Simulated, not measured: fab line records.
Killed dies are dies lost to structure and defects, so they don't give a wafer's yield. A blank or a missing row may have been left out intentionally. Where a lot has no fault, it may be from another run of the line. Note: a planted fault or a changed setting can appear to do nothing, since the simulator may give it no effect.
Split-lot trial || flow berkeley-cmos170 || 5 lots, 23 wafers read, on a route of 331 steps

THE SPLIT
At UCB170_GATE_PEB_10, the setting peb-temp-c was moved away from the recipe's 130 C on 9 of the 23 wafers read, by -2.5% to +2.4%. For the rest of the wafers, this setting stayed at what the recipe calls for.

FROM THE SPLIT TO THE READING: what the file shows between them, 5 steps
- UCB170_GATE_DEVELOP_11: develop time 45 s
- UCB170_GATE_CD_MEAS_12: target cd 350 nm
- UCB170_GATE_ETCH_14: etches BARC in N2/H2
- UCB170_GATE_ETCH_15: etches poly-Si in HBr/Cl2, stops on SiO2, time 56.3 s, target depth 278.2 nm
- UCB170_GATE_STRIP_16: strips in O2

THE READING
cd-nm at UCB170_GATE_CD_MEAS_90, given in nm (cd target 350 nm). Typical for fault-free wafers on this fab line: 350.5 nm, with standard deviation 1.5 nm.

{"wafer": "L079.1", "tool, chamber at the split": "litho-track-04, 0", "peb-temp-c as run, C": 130, "against the recipe": "recipe", "cd-nm, nm": 349.1, "against lot-mates on the recipe": "-"}
{"wafer": "L079.2", "tool, chamber at the split": "litho-track-04, 0", "peb-temp-c as run, C": 133.1, "against the recipe": "+2.4%", "cd-nm, nm": 331.5, "against lot-mates on the recipe": -16.9}
{"wafer": "L079.4", "tool, chamber at the split": "litho-track-04, 0", "peb-temp-c as run, C": 133.1, "against the recipe": "+2.4%", "cd-nm, nm": 330.7, "against lot-mates on the recipe": -17.7}
{"wafer": "L079.5", "tool, chamber at the split": "litho-track-04, 0", "peb-temp-c as run, C": 133.1, "against the recipe": "+2.4%", "cd-nm, nm": 331.5, "against lot-mates on the recipe": -16.9}
{"wafer": "L079.6", "tool, chamber at the split": "litho-track-04, 0", "peb-temp-c as run, C": 130, "against the recipe": "recipe", "cd-nm, nm": 347.6, "against lot-mates on the recipe": "-"}
{"wafer": "L080.1", "tool, chamber at the split": "litho-track-04, 0", "peb-temp-c as run, C": 130, "against the recipe": "recipe", "cd-nm, nm": 352.4, "against lot-mates on the recipe": "-"}
{"wafer": "L080.2", "tool, chamber at the split": "litho-track-04, 0", "peb-temp-c as run, C": 130, "against the recipe": "recipe", "cd-nm, nm": 352.8, "against lot-mates on the recipe": "-"}
{"wafer": "L080.3", "tool, chamber at the split": "litho-track-04, 0", "peb-temp-c as run, C": 126.7, "against the recipe": "-2.5%", "cd-nm, nm": 377.1, "against lot-mates on the recipe": "+25.4"}
{"wafer": "L080.5", "tool, chamber at the split": "litho-track-04, 0", "peb-temp-c as run, C": 130, "against the recipe": "recipe", "cd-nm, nm": 350.0, "against lot-mates on the recipe": "-"}
{"wafer": "L080.6", "tool, chamber at the split": "litho-track-04, 0", "peb-temp-c as run, C": 126.7, "against the recipe": "-2.5%", "cd-nm, nm": 375.7, "against lot-mates on the recipe": "+24.0"}
{"wafer": "L085.1", "tool, chamber at the split": "litho-track-02, 0", "peb-temp-c as run, C": 130, "against the recipe": "recipe", "cd-nm, nm": 349.9, "against lot-mates on the recipe": "-"}
{"wafer": "L085.2", "tool, chamber at the split": "litho-track-02, 0", "peb-temp-c as run, C": 130, "against the recipe": "recipe", "cd-nm, nm": 349.5, "against lot-mates on the recipe": "-"}
{"wafer": "L085.6", "tool, chamber at the split": "litho-track-02, 0", "peb-temp-c as run, C": 130, "against the recipe": "recipe", "cd-nm, nm": 350.0, "against lot-mates on the recipe": "-"}
{"wafer": "L083.1", "tool, chamber at the split": "litho-track-03, 0", "peb-temp-c as run, C": 127.1, "against the recipe": "-2.2%", "cd-nm, nm": 370.9, "against lot-mates on the recipe": "+21.0"}
{"wafer": "L083.2", "tool, chamber at the split": "litho-track-03, 0", "peb-temp-c as run, C": 130, "against the recipe": "recipe", "cd-nm, nm": 350.0, "against lot-mates on the recipe": "-"}
{"wafer": "L083.4", "tool, chamber at the split": "litho-track-03, 0", "peb-temp-c as run, C": 130, "against the recipe": "recipe", "cd-nm, nm": 350.1, "against lot-mates on the recipe": "-"}
{"wafer": "L083.5", "tool, chamber at the split": "litho-track-03, 0", "peb-temp-c as run, C": 127.1, "against the recipe": "-2.2%", "cd-nm, nm": 369.8, "against lot-mates on the recipe": "+19.9"}
{"wafer": "L083.6", "tool, chamber at the split": "litho-track-03, 0", "peb-temp-c as run, C": 130, "against the recipe": "recipe", "cd-nm, nm": 349.5, "against lot-mates on the recipe": "-"}
{"wafer": "L084.1", "tool, chamber at the split": "litho-track-03, 0", "peb-temp-c as run, C": 130, "against the recipe": "recipe", "cd-nm, nm": 348.3, "against lot-mates on the recipe": "-"}
{"wafer": "L084.2", "tool, chamber at the split": "litho-track-03, 0", "peb-temp-c as run, C": 130, "against the recipe": "recipe", "cd-nm, nm": 349.0, "against lot-mates on the recipe": "-"}
{"wafer": "L084.3", "tool, chamber at the split": "litho-track-03, 0", "peb-temp-c as run, C": 128.9, "against the recipe": "-0.8%", "cd-nm, nm": 357.3, "against lot-mates on the recipe": "+8.6"}
{"wafer": "L084.4", "tool, chamber at the split": "litho-track-03, 0", "peb-temp-c as run, C": 130, "against the recipe": "recipe", "cd-nm, nm": 348.7, "against lot-mates on the recipe": "-"}
{"wafer": "L084.5", "tool, chamber at the split": "litho-track-03, 0", "peb-temp-c as run, C": 128.9, "against the recipe": "-0.8%", "cd-nm, nm": 356.2, "against lot-mates on the recipe": "+7.5"}

THE FIT
A straight line over all 23 wafers: cd-nm changes by -8.92 nm for each +1% of peb-temp-c; r = -0.99; the points scatter about the line by 1.9 nm.
The same after taking each lot's own level away (the mean of its wafers on the recipe; 23 wafers): -8.45 nm for each +1%; r = -0.99; scatter 1.5 nm.
According to that fit, moving peb-temp-c by its largest amount changes the reading by 21 nm.
The lots' own levels span 348.35 to 351.73 nm, that is 2.3 times the standard deviation above.
Hence the lot-to-lot level has little effect on the slope; both slopes agree.
Check: for one of the wafers moved furthest among these (-2.5%), held out of the fit, the line's prediction against its lot-mates is +21.7 nm. It came out at +25.4 nm against them.

THE WHOLE CHAIN: every reading that the file lists as answering this split, in the file's order
{"step": "UCB170_GATE_CD_MEAS_12", "what it does": "target cd 350 nm", "reading": "cd-nm", "change (the file's fit)": "-8.82 nm for each +1% of the setting", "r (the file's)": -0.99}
{"step": "UCB170_GATE_ETCH_15", "what it does": "etches poly-Si in HBr/Cl2, stops on SiO2, time 56.3 s, target depth 278.2 nm", "reading": "GATE.cd-nm (the simulator's own value, which no gauge read)", "change (the file's fit)": "-8.77 nm for each +1% of the setting", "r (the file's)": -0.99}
{"step": "UCB170_GATE_CD_MEAS_90", "what it does": "target cd 350 nm", "reading": "cd-nm", "change (the file's fit)": "-8.75 nm for each +1% of the setting", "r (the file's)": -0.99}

FILE'S OWN FIT
cd-nm changes by -8.75 nm for each +1% of peb-temp-c, r = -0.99.
